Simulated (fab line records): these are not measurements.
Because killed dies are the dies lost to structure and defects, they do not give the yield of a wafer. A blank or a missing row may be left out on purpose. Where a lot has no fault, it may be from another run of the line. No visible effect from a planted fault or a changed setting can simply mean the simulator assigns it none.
Split-lot experiment | flow berkeleyCmos170 | 5 lots, 27 wafers read, on a route of 331 steps

== THE SPLIT ==
At UCB170_START_OXIDATION_02 (target thk 20 nm, ox time 1800 s), the setting oxTimeS was moved away from the recipe's 1800 s on 6 of the 27 wafers read, by -56.1%. All remaining wafers had this setting at the recipe value.

Split to reading: the file shows no intervening step.

== THE READING ==
START_OXIDE_THK, in nm, at UCB170_START_THK_MEAS_03. Typical for fault-free wafers on this fab line: 19.9 nm, with standard deviation 0.49 nm.

wafer  | tool, chamber at the split | oxTimeS as run, s | against the recipe | START_OXIDE_THK, nm | against lot-mates on the recipe
L076.1 | -, -                       | 1800              | recipe             | 20.3                | -
L076.2 | -, -                       | 1800              | recipe             | 20.3                | -
L076.3 | -, -                       | 1800              | recipe             | 20.2                | -
L076.4 | -, -                       | 1800              | recipe             | 20.1                | -
L076.5 | -, -                       | 1800              | recipe             | 20.5                | -
L076.6 | -, -                       | 1800              | recipe             | 20.3                | -
L078.2 | furnace-02, 0              | 1800              | recipe             | 19.7                | -
L078.3 | furnace-02, 0              | 1800              | recipe             | 19.7                | -
L078.6 | furnace-02, 0              | 1800              | recipe             | 19.6                | -
L082.1 | -, -                       | 789.8             | -56.1%             | 10.9                | no lot-mate on the recipe
L082.2 | -, -                       | 789.8             | -56.1%             | 10.8                | no lot-mate on the recipe
L082.3 | -, -                       | 789.8             | -56.1%             | 11.6                | no lot-mate on the recipe
L082.4 | -, -                       | 789.8             | -56.1%             | 11.4                | no lot-mate on the recipe
L082.5 | -, -                       | 789.8             | -56.1%             | 11.0                | no lot-mate on the recipe
L082.6 | -, -                       | 789.8             | -56.1%             | 11.1                | no lot-mate on the recipe
L084.1 | -, -                       | 1800              | recipe             | 20.6                | -
L084.2 | -, -                       | 1800              | recipe             | 20.8                | -
L084.3 | -, -                       | 1800              | recipe             | 21.0                | -
L084.4 | -, -                       | 1800              | recipe             | 20.7                | -
L084.5 | -, -                       | 1800              | recipe             | 20.6                | -
L084.6 | -, -                       | 1800              | recipe             | 20.8                | -
L085.1 | -, -                       | 1800              | recipe             | 20.8                | -
L085.2 | -, -                       | 1800              | recipe             | 20.8                | -
L085.3 | -, -                       | 1800              | recipe             | 20.8                | -
L085.4 | -, -                       | 1800              | recipe             | 20.9                | -
L085.5 | -, -                       | 1800              | recipe             | 20.8                | -
L085.6 | -, -                       | 1800              | recipe             | 20.8                | -

THE FIT
A straight line over all 27 wafers: START_OXIDE_THK changes by +0.167 nm for each +1% of oxTimeS; r = +1.00; the points scatter about the line by 0.4 nm.
Too few moved wafers with a lot-mate on the recipe to fit a line net of each lot's own level.

== THE WHOLE CHAIN: every reading that the file lists as answering this split, in the file's order ==
step                      | what it does                     | reading                                                                           | change (the file's fit)               | r (the file's)
UCB170_START_OXIDATION_02 | target thk 20 nm, ox time 1800 s | SiO2_of_START_OXIDATION_02.thkNm (the simulator's own value, which no gauge read) | +0.166 nm for each +1% of the setting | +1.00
UCB170_START_THK_MEAS_03  |                                  | START_OXIDE_THK                                                                   | +0.166 for each +1% of the setting    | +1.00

== THE FILE'S OWN FIT ==
START_OXIDE_THK changes by +0.166 nm for each +1% of oxTimeS, r = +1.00.
